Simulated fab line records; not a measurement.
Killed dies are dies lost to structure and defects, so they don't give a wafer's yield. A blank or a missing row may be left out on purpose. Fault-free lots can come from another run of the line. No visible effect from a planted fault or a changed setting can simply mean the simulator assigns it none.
fab line records	flow berkeley_cmos170
record: lots: 14	wafers: 42	last_day: 11
route steps=331 shown CONTACT@233 M2@278 V2@305
lots untouched by any fault: they come from a run of this same line in which no faults occurred
start_h: the number of hours between the record's first day and the start of the first shown wafer of the lot	wait_h: hours elapsed since this lot's preceding step	" the same as in the row above	L1.1+2: several wafers, shown together as one row	- no value present, or no start provided	* or withheld: withheld	< > ~ a bound
route shown NAME@n: names a module that has steps shown in the file, with the first one's number in the route	usual: average and standard deviation across the fault-free wafers	same: alike in all rows	chamber/n: place in a boat	sites: each site's reading	_std_site: how widely they spread, as a standard deviation	_edge_site: mean of outer sites minus mean of inner sites	radius_mm: how far each site lies from the wafer's centre	mask NAME#n: copy n	behind: the last tool/chamber to shape the wafer	hold: reason for holding the lot/hours on hold/outcome of the hold	device: names the non-switching transistor (n, p or np)	end of line: the same wafers' tests at the end of the route	for a step that has no rows: nothing shown but its recipe	killed: dies that structure and defects cost at the first sort, which is not the same as the wafer's yield	map: shows each die of a wafer: x if killed, . if not, _ if none is there
set.NAME: the setting as run; set.NAME@STEP: as run at that earlier step	model.NAME: the simulator's own value behind a step, which no gauge read
the route's steps for a sample of lots (tables are steps, rows are wafers)
services: from which hour (start_h, from the record's first day; less than 0 if before it) a tool's chamber was out of use, for how many hours, and why
== steps ==
step: UCB170_CONTACT_ETCH_17
recipe: chemistry: N2/H2	target_depth_a: withheld	overetch_a: withheld	target: BARC	time_s: withheld	source_w: 500	bias_w: 100	pressure_mtorr: 30	n2_flow_sccm: 100	h2_flow_sccm: 200
usual: drypump_motor_current_A: 5.8/0.48	oes_product_au: 1.004/0.02	throttle_valve_pct: 13.17/0.16
lot.wafer	tool	chamber	start_h	wait_h	drypump_motor_current_A	oes_product_au	throttle_valve_pct
L417.1	rie_diel-04	0	156.51	0.0	5.4	0.960	13.52
L417.3	"	2	"	"	5.5	1.033	13.19
L417.6	"	0	"	"	5.4	0.970	13.52
L418.2	rie_diel-01	0	156.79	0.0	5.8	1.016	13.20
L418.5	"	3	"	"	5.5	0.987	13.22
L418.6	"	2	"	"	5.1	0.997	13.16
L416.2	rie_diel-01	1	157.51	0.0	5.8	0.990	13.29
L416.5	"	2	"	"	5.2	1.006	13.13
L416.6	"	1	"	"	5.9	0.989	13.29
L421.2	rie_diel-03	0	181.93	0.0	6.7	1.016	12.96
L421.5	"	1	"	"	5.6	1.015	13.10
L421.6	"	2	"	"	5.4	1.021	13.20
L427.1	rie_diel-04	0	201.48	0.0	5.4	0.973	13.53
L427.3	"	3	"	"	6.1	1.019	13.32
L427.6	"	0	"	"	5.4	0.975	13.54
L426.2	rie_diel-04	1	202.72	0.0	6.7	0.998	12.99
L426.3	"	3	"	"	6.1	1.025	13.31
L426.4	"	0	"	"	5.4	0.984	13.51
L430.3	rie_diel-04	0	222.33	0.0	5.4	0.968	13.52
L430.5	"	0	"	"	5.4	0.978	13.53
L430.6	"	1	"	"	6.7	0.985	13.00
L431.3	rie_diel-03	0	225.00	0.0	6.7	1.020	12.95
L431.4	"	3	"	"	5.8	0.979	12.96
L431.6	"	0	"	"	6.7	1.027	12.94
L429.2	rie_diel-03	3	225.85	0.0	5.8	0.969	12.97
L429.3	"	1	"	"	5.6	1.026	13.11
L429.4	"	2	"	"	5.4	1.020	13.21
L433.3	rie_diel-01	0	231.47	0.0	5.8	1.016	13.19
L433.4	"	3	"	"	5.5	0.978	13.23
L433.6	"	1	"	"	5.9	0.987	13.29
L432.1	rie_diel-04	2	232.04	0.0	5.5	1.028	13.17
L432.2	"	0	"	"	5.4	0.971	13.55
L432.5	"	1	"	"	6.7	0.986	12.99
L434.1	rie_diel-03	2	238.18	0.0	5.4	1.019	13.21
L434.4	"	0	"	"	6.7	1.014	12.96
L434.5	"	0	"	"	6.7	1.023	12.96
L436.4	rie_diel-01	2	239.43	0.0	5.2	1.005	13.14
L436.5	"	2	"	"	5.2	1.002	13.14
L436.6	"	1	"	"	5.9	0.994	13.28
L438.3	rie_diel-04	0	256.42	0.0	5.4	0.978	13.52
L438.5	"	1	"	"	6.7	0.982	13.00
L438.6	"	0	"	"	5.4	0.964	13.53
step: UCB170_M2_STRIP_07
recipe: chemistry: O2	power_w: 400	pressure_mtorr: 3500	platen_temp_c: withheld	o2_flow_sccm: 400	overash_fraction: 0.5
usual: drypump_motor_current_A: 5.7/0.41	oes_product_au: 0.736/0.0044	strip_time_to_endpoint_s: 22.01/0.064
lot.wafer	tool	chamber	start_h	wait_h	drypump_motor_current_A	oes_product_au	rf_hours_counter_h	strip_time_to_endpoint_s
L417.1	plasma_asher-01	1	167.79	0.1	5.6	0.738	49	22.02
L417.3	"	1	"	"	5.6	0.741	-	22.02
L417.6	"	0	"	"	5.2	0.733	-	22.08
L418.2	plasma_asher-04	0	168.04	0.1	6.4	0.733	2	22.03
L418.5	"	1	"	"	6.1	0.734	-	22.01
L418.6	"	0	"	"	6.4	0.737	-	22.02
L416.2	plasma_asher-03	1	168.52	0.1	5.5	0.742	46	22.05
L416.5	"	0	"	"	5.6	0.740	-	22.03
L416.6	"	1	"	"	5.5	0.730	-	22.03
L421.2	plasma_asher-04	1	193.74	0.1	6.1	0.738	5	22.00
L421.5	"	0	"	"	6.4	0.743	-	22.06
L421.6	"	1	"	"	6.1	0.737	-	22.05
L426.2	plasma_asher-04	0	214.34	0.1	6.4	0.735	7	21.95
L426.3	"	1	"	"	6.1	0.729	-	21.93
L426.4	"	0	"	"	6.4	0.743	-	21.98
L427.1	plasma_asher-01	1	214.77	0.1	5.6	0.730	54	21.90
L427.3	"	1	"	"	5.5	0.733	-	21.88
L427.6	"	0	"	"	5.2	0.733	-	21.89
L430.3	plasma_asher-01	0	235.66	0.1	5.2	0.734	-	21.95
L430.5	"	0	"	"	5.1	0.738	-	21.99
L430.6	"	1	"	"	5.5	0.729	-	21.99
L431.3	plasma_asher-03	1	236.56	0.1	5.5	0.741	-	22.08
L431.4	"	0	"	"	5.6	0.735	-	22.04
L431.6	"	1	"	"	5.4	0.735	-	22.07
L429.2	plasma_asher-01	1	237.12	0.1	5.5	0.736	57	22.02
L429.3	"	1	"	"	5.5	0.738	-	21.99
L429.4	"	0	"	"	5.1	0.731	-	22.03
L433.3	plasma_asher-04	1	242.59	0.1	6.1	0.740	-	21.95
L433.4	"	0	"	"	6.4	0.740	-	22.08
L433.6	"	1	"	"	6.1	0.737	-	21.94
L432.1	plasma_asher-03	0	242.81	0.1	5.6	0.740	55	22.09
L432.2	"	1	"	"	5.5	0.739	55	22.09
L432.5	"	1	"	"	5.5	0.731	-	22.01
L434.1	plasma_asher-01	0	250.30	0.1	5.2	0.738	59	22.06
L434.4	"	1	"	"	5.5	0.734	-	21.94
L434.5	"	0	"	"	5.2	0.737	-	22.00
L436.4	plasma_asher-04	1	250.55	0.1	6.1	0.732	-	21.91
L436.5	"	1	"	"	6.1	0.736	-	21.87
L436.6	"	0	"	"	6.4	0.734	-	21.97
L438.3	plasma_asher-01	1	266.26	0.1	5.6	0.728	-	22.01
L438.5	"	0	"	"	5.2	0.733	-	22.02
L438.6	"	1	"	"	5.6	0.740	-	22.01
step: UCB170_M2_PEB_13
recipe: peb_temp_c: 130	peb_time_s: withheld	resist: KrF
usual: heater_power_total_W: 56.80/0.043	plate_temp_C: 130.00/0.13
lot.wafer	tool	chamber	start_h	wait_h	heater_power_total_W	plate_temp_C
L417.1	litho_track-02	0	169.24	0.3	56.79	130.27
L417.3	"	0	"	"	56.77	130.08
L417.6	"	0	"	"	56.79	129.94
L418.2	litho_track-04	0	169.69	0.3	56.85	129.95
L418.5	"	0	"	"	56.83	129.99
L418.6	"	0	"	"	56.84	130.01
L416.2	litho_track-04	0	169.99	0.1	56.77	130.01
L416.5	"	0	"	"	56.74	130.02
L416.6	"	0	"	"	56.76	129.96
L421.2	litho_track-02	0	195.16	0.3	50.70	119.24
L421.5	"	0	"	"	50.63	119.13
L421.6	"	0	"	"	50.64	119.10
L427.1	litho_track-02	0	218.86	0.3	50.65	119.34
L427.3	"	0	"	"	50.68	119.10
L427.6	"	0	"	"	50.66	119.04
L426.2	litho_track-01	0	218.88	0.4	56.83	129.96
L426.3	"	0	"	"	56.81	129.93
L426.4	"	0	"	"	56.79	129.98
L430.3	litho_track-04	0	237.62	0.8	56.78	130.06
L430.5	"	0	"	"	56.77	129.89
L430.6	"	0	"	"	56.76	129.90
L431.3	litho_track-01	0	238.20	0.6	56.80	130.03
L431.4	"	0	"	"	56.72	130.01
L431.6	"	0	"	"	56.81	129.84
L429.2	litho_track-04	0	238.77	0.4	56.76	130.00
L429.3	"	0	"	"	56.85	130.10
L429.4	"	0	"	"	56.80	129.94
L433.3	litho_track-01	0	244.06	0.4	56.74	130.02
L433.4	"	0	"	"	56.89	130.26
L433.6	"	0	"	"	56.84	130.02
L432.1	litho_track-04	0	244.46	0.4	56.81	129.98
L432.2	"	0	"	"	56.83	129.92
L432.5	"	0	"	"	56.81	129.88
L434.1	litho_track-04	0	252.03	0.8	56.79	130.19
L434.4	"	0	"	"	56.85	130.00
L434.5	"	0	"	"	56.86	130.02
L436.4	litho_track-04	0	252.66	0.5	56.74	130.04
L436.5	"	0	"	"	56.83	130.16
L436.6	"	0	"	"	56.81	130.01
L438.3	litho_track-01	0	267.47	0.1	56.81	129.72
L438.5	"	0	"	"	56.86	129.86
L438.6	"	0	"	"	56.76	129.68
step: UCB170_M2_CD_MEAS_15
recipe: target_cd_nm: 700
usual: cd_nm: 699.3/1.3
lot.wafer	tool	chamber	start_h	wait_h	cd_nm
L417.1	cd_sem-01	-	169.52	-	700.6
L417.3	"	-	"	"	700.2
L417.6	"	-	"	"	700.0
L418.2	cd_sem-02	-	169.96	-	699.2
L418.5	"	-	"	"	699.2
L418.6	"	-	"	"	700.4
L416.2	cd_sem-01	-	170.26	-	698.9
L416.5	"	-	"	"	702.6
L416.6	"	-	"	"	701.7
L421.2	cd_sem-01	-	195.43	-	810.8
L421.5	"	-	"	"	810.5
L421.6	"	-	"	"	809.8
L427.1	cd_sem-02	-	219.13	-	792.1
L427.3	"	-	"	"	791.8
L427.6	"	-	"	"	791.5
L426.2	cd_sem-01	-	219.15	-	700.1
L426.3	"	-	"	"	698.5
L426.4	"	-	"	"	698.8
L430.3	cd_sem-01	-	237.89	-	696.7
L430.5	"	-	"	"	698.2
L430.6	"	-	"	"	697.5
L431.3	cd_sem-01	-	238.47	-	698.2
L431.4	"	-	"	"	697.3
L431.6	"	-	"	"	697.4
L429.2	cd_sem-01	-	239.04	-	699.5
L429.3	"	-	"	"	700.0
L429.4	"	-	"	"	699.2
L433.3	cd_sem-01	-	244.32	-	698.4
L433.4	"	-	"	"	699.1
L433.6	"	-	"	"	697.3
L432.1	cd_sem-02	-	244.82	-	701.6
L432.2	"	-	"	"	703.1
L432.5	"	-	"	"	699.9
L434.1	cd_sem-01	-	252.31	-	700.4
L434.4	"	-	"	"	700.5
L434.5	"	-	"	"	699.8
L436.4	cd_sem-01	-	252.96	-	697.3
L436.5	"	-	"	"	697.8
L436.6	"	-	"	"	697.3
L438.3	cd_sem-02	-	267.74	-	700.9
L438.5	"	-	"	"	701.2
L438.6	"	-	"	"	699.6
step: UCB170_V2_OVL_MEAS_13
usual: V2_OVL: -1/5.5
lot.wafer	tool	chamber	start_h	wait_h	V2_OVL[nm]
L417.1	overlay-01	-	172.19	0.1	-9
L417.3	"	-	"	"	-5
L417.6	"	-	"	"	1
L418.2	overlay-01	-	172.55	0.1	6
L418.5	"	-	"	"	2
L418.6	"	-	"	"	0
L416.2	overlay-02	-	173.28	0.1	14
L416.5	"	-	"	"	7
L416.6	"	-	"	"	8
L421.2	overlay-02	-	198.05	0.1	1
L421.5	"	-	"	"	8
L421.6	"	-	"	"	-3
L426.2	overlay-01	-	223.02	0.1	7
L426.3	"	-	"	"	-5
L426.4	"	-	"	"	0
L427.1	overlay-01	-	223.14	0.1	-5
L427.3	"	-	"	"	3
L427.6	"	-	"	"	-2
L430.3	overlay-02	-	240.63	0.1	-10
L430.5	"	-	"	"	-8
L430.6	"	-	"	"	-6
L431.3	overlay-01	-	241.77	0.1	7
L431.4	"	-	"	"	-3
L431.6	"	-	"	"	0
L429.2	overlay-02	-	242.31	0.1	-3
L429.3	"	-	"	"	-6
L429.4	"	-	"	"	-1
L433.3	overlay-01	-	248.53	0.1	-3
L433.4	"	-	"	"	-10
L433.6	"	-	"	"	-5
L432.1	overlay-02	-	248.71	0.1	-6
L432.2	"	-	"	"	-2
L432.5	"	-	"	"	-15
L434.1	overlay-02	-	256.43	0.1	-1
L434.4	"	-	"	"	7
L434.5	"	-	"	"	2
L436.4	overlay-02	-	256.67	0.1	1
L436.5	"	-	"	"	-1
L436.6	"	-	"	"	-4
L438.3	overlay-02	-	270.70	0.1	8
L438.5	"	-	"	"	0
L438.6	"	-	"	"	2
== services ==
tool	chamber	start_h	hours	kind
rie_diel-03	2	139.65	-	clean
rie_diel-03	2	139.65	23.4	scheduled_down
rie_diel-03	2	139.65	23.4	vent_cycle
rie_diel-01	1	165.89	28.0	repair
rie_diel-01	2	170.03	6.0	repair
rie_diel-03	2	175.28	2.8	repair
plasma_asher-04	-	179.62	2.8	pm
rie_diel-04	1	208.35	6.0	repair
rie_diel-01	-	219.17	0.7	repair
rie_diel-03	1	227.52	4.4	repair
rie_diel-01	1	242.52	-	clean
rie_diel-01	1	242.52	21.4	scheduled_down
rie_diel-01	1	242.52	21.4	vent_cycle
rie_diel-01	-	242.91	1.5	repair
rie_diel-04	0	247.06	3.9	repair
rie_diel-04	-	249.57	0.7	repair
plasma_asher-04	-	254.98	11.6	repair
== key ==
first_sign: step: UCB170_M2_PEB_13	reading: heater_power_total_W	direction: down	sigmas: 99+	usual: 56.80	struck: 50.66
effect: step: UCB170_M2_PEB_13	reading: plate_temp_C	direction: down	sigmas: 85	usual: *	struck: *
effect: step: UCB170_M2_CD_MEAS_15	reading: cd_nm	direction: up	sigmas: 77	usual: 699.3	struck: 801.1	through: control_loop
met_at UCB170_M2_PEB_13
struck_lots L421,L427
sort_left_out L421.2,L421.5,L421.6,L427.1,L427.3,L427.6
loop_trim: step: UCB170_M2_EXPOSE_12	setting: dose	lots: L427
not_acting_at UCB170_CONTACT_ETCH_17,UCB170_M2_STRIP_07,UCB170_V2_OVL_MEAS_13
onset_between 169.24 195.16
fault: kind: process_parameter_drift	tool: litho_track-02	chamber: -	onset_h: 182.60	steps: UCB170_M2_PEB_13	channel: peb_temp_c	offset: *	shape: step	end_h: 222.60	acts_in: *	stated: *
sort_left_out: the simulated sort isn't trusted on such a fault, so these wafers' sort isn't shown, and their yield isn't known
loop_trim: a control loop set the setting to another value than it would have without faults
